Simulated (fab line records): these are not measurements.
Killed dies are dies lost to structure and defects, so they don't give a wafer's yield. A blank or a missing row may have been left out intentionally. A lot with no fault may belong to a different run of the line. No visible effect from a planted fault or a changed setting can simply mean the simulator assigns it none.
Which tool did it? :: flow berkeley_cmos170 :: 33 wafers from 11 lots sampled at 3 of the route's 331 steps

## WHAT THE GAUGES SHOWED, per wafer
UCB170_NLDD_TW_MEAS_11. Usual: NLDD_TW gives 2212 (standard deviation 16).
lot: L985
measured: day 7 04:03
on: film_metro-03
NLDD_TW: 2229 2229 2226
flag: 

lot: L988
measured: day 7 18:20
on: film_metro-03
NLDD_TW: 2215 2214 2213
flag: 

lot: L987
measured: day 7 18:38
on: film_metro-02
NLDD_TW: 2235 2238 2230
flag: 

lot: L986
measured: day 7 18:49
on: film_metro-01
NLDD_TW: 2177 2178 2185
flag: 

lot: L989
measured: day 8 06:23
on: film_metro-02
NLDD_TW: 2205 2214 2203
flag: 

lot: L990
measured: day 8 06:49
on: film_metro-02
NLDD_TW: 2206 2217 2213
flag: 

lot: L991
measured: day 8 20:28
on: film_metro-01
NLDD_TW: 2198 2194 2191
flag: 

lot: L998
measured: day 10 00:18
on: film_metro-03
NLDD_TW: 2170 2176 2164
flag: 

lot: L103
measured: day 11 07:14
on: film_metro-02
NLDD_TW: 2158 2168 2169
flag: 

lot: L108
measured: day 12 19:39
on: film_metro-02
NLDD_TW: 2219 2211 2210
flag: 

lot: L106
measured: day 12 19:52
on: film_metro-03
NLDD_TW: 2208 2228 2221
flag: 

UCB170_SDANNEAL_RS_MEAS_05: uses a four-point probe to measure. Usual: NLDD_RS gives 617.0 ohm/sq (standard deviation 1.7).
lot: L985
measured: day 7 15:54
on: film_metro-02
NLDD_RS (ohm/sq): 614.7 616.4 616.7
flag: 

lot: L988
measured: day 8 06:16
on: film_metro-03
NLDD_RS (ohm/sq): 619.3 621.2 621.2
flag: 

lot: L987
measured: day 8 07:01
on: film_metro-01
NLDD_RS (ohm/sq): 619.1 617.1 618.5
flag: 

lot: L986
measured: day 8 06:44
on: film_metro-03
NLDD_RS (ohm/sq): 617.7 617.7 616.8
flag: 

lot: L989
measured: day 8 20:16
on: film_metro-03
NLDD_RS (ohm/sq): 617.5 617.6 617.4
flag: 

lot: L990
measured: day 8 20:35
on: film_metro-02
NLDD_RS (ohm/sq): 616.5 617.0 616.4
flag: 

lot: L991
measured: day 9 07:52
on: film_metro-03
NLDD_RS (ohm/sq): 620.4 619.4 618.3
flag: 

lot: L998
measured: day 10 15:43
on: film_metro-01
NLDD_RS (ohm/sq): 658.0 657.2 659.1
flag: OFF

lot: L103
measured: day 11 20:31
on: film_metro-02
NLDD_RS (ohm/sq): 652.2 652.8 652.8
flag: OFF

lot: L108
measured: day 13 05:39
on: film_metro-01
NLDD_RS (ohm/sq): 617.4 616.7 616.5
flag: 

lot: L106
measured: day 13 05:47
on: film_metro-03
NLDD_RS (ohm/sq): 616.2 616.3 617.3
flag: 

## TOOL THAT RAN EACH LOT (tool first, then ch and the chambers of the sampled wafers, then the start)
lot: L985
UCB170_NLDD_IMPLANT_08: implanter-04 ch 0, day 7 03:39

lot: L988
UCB170_NLDD_IMPLANT_08: implanter-01 ch 0, day 7 17:56

lot: L987
UCB170_NLDD_IMPLANT_08: implanter-04 ch 0, day 7 18:17

lot: L986
UCB170_NLDD_IMPLANT_08: implanter-01 ch 0, day 7 18:25

lot: L989
UCB170_NLDD_IMPLANT_08: implanter-01 ch 0, day 8 05:55

lot: L990
UCB170_NLDD_IMPLANT_08: implanter-04 ch 0, day 8 06:26

lot: L991
UCB170_NLDD_IMPLANT_08: implanter-04 ch 0, day 8 20:04

lot: L998
UCB170_NLDD_IMPLANT_08: implanter-01 ch 0, day 9 23:54

lot: L103
UCB170_NLDD_IMPLANT_08: implanter-01 ch 0, day 11 06:50

lot: L108
UCB170_NLDD_IMPLANT_08: implanter-02 ch 0, day 12 19:17

lot: L106
UCB170_NLDD_IMPLANT_08: implanter-04 ch 0, day 12 19:28
- UCB170_NLDD_IMPLANT_08

## AS READ BY THE TOOLS THEMSELVES (means over the sampled wafers that have a number; for cases with no such wafer, the mark the record gives instead)
UCB170_NLDD_IMPLANT_08. Usual: beam_on_s 10.02 s, standard deviation 0.2; dose_ions_cm2 4.999e+13, standard deviation 4.9e+10; end_station_pressure_torr 5.13e-06 Torr, standard deviation 2.5e-07; faraday_current_uA 158, standard deviation 3.2.
lot: L985
tool: implanter-04
beam_on_s (s): 10.15
dose_ions_cm2: 5.006e+13
end_station_pressure_torr (Torr): 4.81e-06
faraday_current_uA: 156
flag: 

lot: L988
tool: implanter-01
beam_on_s (s): 9.83
dose_ions_cm2: 4.998e+13
end_station_pressure_torr (Torr): 5.11e-06
faraday_current_uA: 161
flag: 

lot: L987
tool: implanter-04
beam_on_s (s): 9.90
dose_ions_cm2: 4.995e+13
end_station_pressure_torr (Torr): 5.27e-06
faraday_current_uA: 160
flag: 

lot: L986
tool: implanter-01
beam_on_s (s): 9.77
dose_ions_cm2: 4.990e+13
end_station_pressure_torr (Torr): 4.93e-06
faraday_current_uA: 162
flag: 

lot: L989
tool: implanter-01
beam_on_s (s): 10.11
dose_ions_cm2: 5.000e+13
end_station_pressure_torr (Torr): 4.86e-06
faraday_current_uA: 157
flag: 

lot: L990
tool: implanter-04
beam_on_s (s): 10.01
dose_ions_cm2: 4.999e+13
end_station_pressure_torr (Torr): 5.00e-06
faraday_current_uA: 159
flag: 

lot: L991
tool: implanter-04
beam_on_s (s): 9.92
dose_ions_cm2: 5.003e+13
end_station_pressure_torr (Torr): 5.12e-06
faraday_current_uA: 159
flag: 

lot: L998
tool: implanter-01
beam_on_s (s): 10.00
dose_ions_cm2: 4.152e+13
end_station_pressure_torr (Torr): 4.85e-06
faraday_current_uA: 132
flag: OFF

lot: L103
tool: implanter-01
beam_on_s (s): 9.76
dose_ions_cm2: 4.148e+13
end_station_pressure_torr (Torr): 5.11e-06
faraday_current_uA: 135
flag: OFF

lot: L108
tool: implanter-02
beam_on_s (s): 10.01
dose_ions_cm2: 5.000e+13
end_station_pressure_torr (Torr): 5.15e-06
faraday_current_uA: 159
flag: 

lot: L106
tool: implanter-04
beam_on_s (s): 9.89
dose_ions_cm2: 4.994e+13
end_station_pressure_torr (Torr): 5.21e-06
faraday_current_uA: 160
flag: 

## THE ANSWER, worked out from the rows above alone
Rule: a lot counts as off when the mean over its wafers that have a number is more than 3 standard deviations away from the usual mean. Also off: a lot with no number at a reading for which 4 or more lots have one. All remaining lots with rows at the step are treated as sound. The gauges are gone through in route order, then the tools' own readings, and for those a lot's mean is taken as printed above. The first step at which some lot is off is used, and at that step the reading that is off furthest; a lot without a number counts as furthest.
Off: L998, L103, at UCB170_SDANNEAL_RS_MEAS_05 (NLDD_RS).
If a tool, at a process step before that reading, ran all the lots that are off and no sound lot after the first of them, it fits. The gauges at UCB170_SDANNEAL_RS_MEAS_05 aren't tried: what is off there is off at UCB170_NLDD_IMPLANT_08 too, on other tools, and a gauge's error can't cause that. One fits: UCB170_NLDD_IMPLANT_08 on implanter-01. Its last sound lot is L989 (day 8 05:55), its first lot that is off L998 (day 9 23:54): a fault that began between those two fits.
The tool's own readings at UCB170_NLDD_IMPLANT_08 bear it out: on the lots that are off they differ by more than 5 times the standard deviation of the sound lots' means. dose_ions_cm2 reads 4.150e+13 there against 4.998e+13 on the sound lots; faraday_current_uA reads 134 there against 159 on the sound lots.

## WHAT THE SIMULATOR HAD PUT IN
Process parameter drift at UCB170_NLDD_IMPLANT_08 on implanter-01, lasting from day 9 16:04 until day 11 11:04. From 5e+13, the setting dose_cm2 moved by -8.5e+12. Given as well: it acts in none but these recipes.
Struck lots among those shown: L998, L103. The rule given above showed the same thing.
